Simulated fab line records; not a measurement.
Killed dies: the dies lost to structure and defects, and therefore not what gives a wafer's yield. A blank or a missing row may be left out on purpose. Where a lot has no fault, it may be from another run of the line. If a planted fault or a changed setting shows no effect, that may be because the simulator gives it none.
Struck lot and sound lot, side by side    flow berkeley_cmos170    28 steps out of a route of 331
Sound: the wafers L563.1, L563.3, L563.5. The struck wafers were L568.1, L568.2, L568.5. Last of all comes the cause.
Each step with rows lists, per side, the tool, then ch with its chambers, then its first start. Under that, the readings that differ: sound wafers    struck wafers    difference of the means    sigmas: that difference in standard deviations of wafers without a fault.
alike: same words and numbers on both sides, and readings whose means sit less than 2 such deviations apart. not compared: any withheld reading, any reading some wafer has no value for, any bound like >300 that may hide the same value, and any number with overlapping values for which the record gives no deviation.
Wherever a step has rows on one side only, a row that says differs or no value, or a row with sigmas, the two part there. Numbers that don't overlap but have no deviation are shown without sigmas and don't part them. A reading missing from all wafers of one side parts the sides only when that side holds two or more wafers.

UCB170_GATE_CD_MEAS_90: the cd target is 350 nm.
  sound on cd_sem-01 at day 6 16:34; struck on cd_sem-02 at day 7 13:02
  alike: cd_nm
then, 7 steps without rows for these wafers: UCB170_GATE_CLEAN_17 (cleans in SPM, time 600 s); UCB170_PLDD_HMDS_00 (prime time 60 s); UCB170_PLDD_COAT_01 (resist thk 900 nm); UCB170_PLDD_SOFTBAKE_02 (time 60 s); UCB170_PLDD_EXPOSE_03 (exposes mask PSELECT, target cd 1200 nm); UCB170_PLDD_PEB_04; UCB170_PLDD_DEVELOP_05 (develop time 45 s).
UCB170_PLDD_CD_MEAS_06: the cd target is 1200 nm.
  sound on cd_sem-01 at day 6 18:03; struck on cd_sem-01 at day 7 14:25
  alike: cd_nm
UCB170_PLDD_OVL_MEAS_07:
  sound on overlay-01 at day 6 18:11; struck on overlay-02 at day 7 14:32
  alike: PLDD_OVL
then, 2 steps without rows for these wafers: UCB170_PLDD_IMPLANT_08; UCB170_PLDD_IMPLANT_09.
UCB170_PLDD_STRIP_10: strips in O2.
  sound on plasma_asher-01 ch 0,1, day 6 18:31; struck on plasma_asher-01 ch 0,1, day 7 14:53
  no value came back on the struck wafers for chamber_pressure_mTorr (mTorr), drypump_motor_current_A (A), oes_product_au (a.u.), strip_time_to_endpoint_s (s); on the sound wafers chamber_pressure_mTorr (mTorr) reads 3496 3502 3499
reading                                sound  struck             difference  sigmas
model.KrF_of_PLDD_COAT_01.thk_nm (nm)  0 0 0  885.3 883.7 884.7  +884.6      
  not compared: rf_hours_counter_h
UCB170_PLDD_TW_MEAS_11:
  sound on film_metro-04 at day 6 18:37; struck on film_metro-02 at day 7 14:59
  alike: PLDD_TW
then, 7 steps without rows for these wafers: UCB170_PLDD_CLEAN_12 (cleans in SPM, time 600 s); UCB170_NLDD_HMDS_00 (prime time 60 s); UCB170_NLDD_COAT_01 (resist thk 900 nm); UCB170_NLDD_SOFTBAKE_02 (time 60 s); UCB170_NLDD_EXPOSE_03 (exposes mask NSELECT, target cd 1200 nm); UCB170_NLDD_PEB_04; UCB170_NLDD_DEVELOP_05 (develop time 45 s).
UCB170_NLDD_CD_MEAS_06: the cd target is 1200 nm.
  sound on cd_sem-01 at day 6 19:41; struck on cd_sem-01 at day 7 16:29
  alike: cd_nm
UCB170_NLDD_OVL_MEAS_07:
  sound on overlay-01 at day 6 19:49; struck on overlay-02 at day 7 16:36
reading        sound       struck  difference  sigmas
NLDD_OVL (nm)  -8 -17 -11  -6 4 7  +14         +3
then, 2 steps without rows for these wafers: UCB170_NLDD_IMPLANT_08; UCB170_NLDD_IMPLANT_09.
UCB170_NLDD_STRIP_10: strips in O2.
  sound on plasma_asher-04 ch 1, day 6 20:09; struck on plasma_asher-01 ch 0,1, day 7 16:56
reading                       sound              struck             difference  sigmas
strip_time_to_endpoint_s (s)  21.72 21.69 21.72  47.84 47.74 47.84  +26.10      +99 or more
  alike: chamber_pressure_mTorr, drypump_motor_current_A, oes_product_au
  not compared: rf_hours_counter_h
UCB170_NLDD_TW_MEAS_11:
  sound on film_metro-03 at day 6 20:15; struck on film_metro-04 at day 7 17:02
reading  sound           struck    difference  sigmas
NLDD_TW  2240 2242 2230  30 30 30  -2207       -99 or more
then, 1 step without rows for these wafers: UCB170_NLDD_CLEAN_12 (cleans in SPM, time 600 s).

== WHERE THEY PART ==
Earliest at UCB170_PLDD_STRIP_10; latest, in this record, at UCB170_NLDD_TW_MEAS_11.

WHY: whatever the simulator had introduced
Whole step skipped at UCB170_PLDD_STRIP_10 on plasma_asher-01, starting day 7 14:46. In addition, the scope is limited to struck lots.
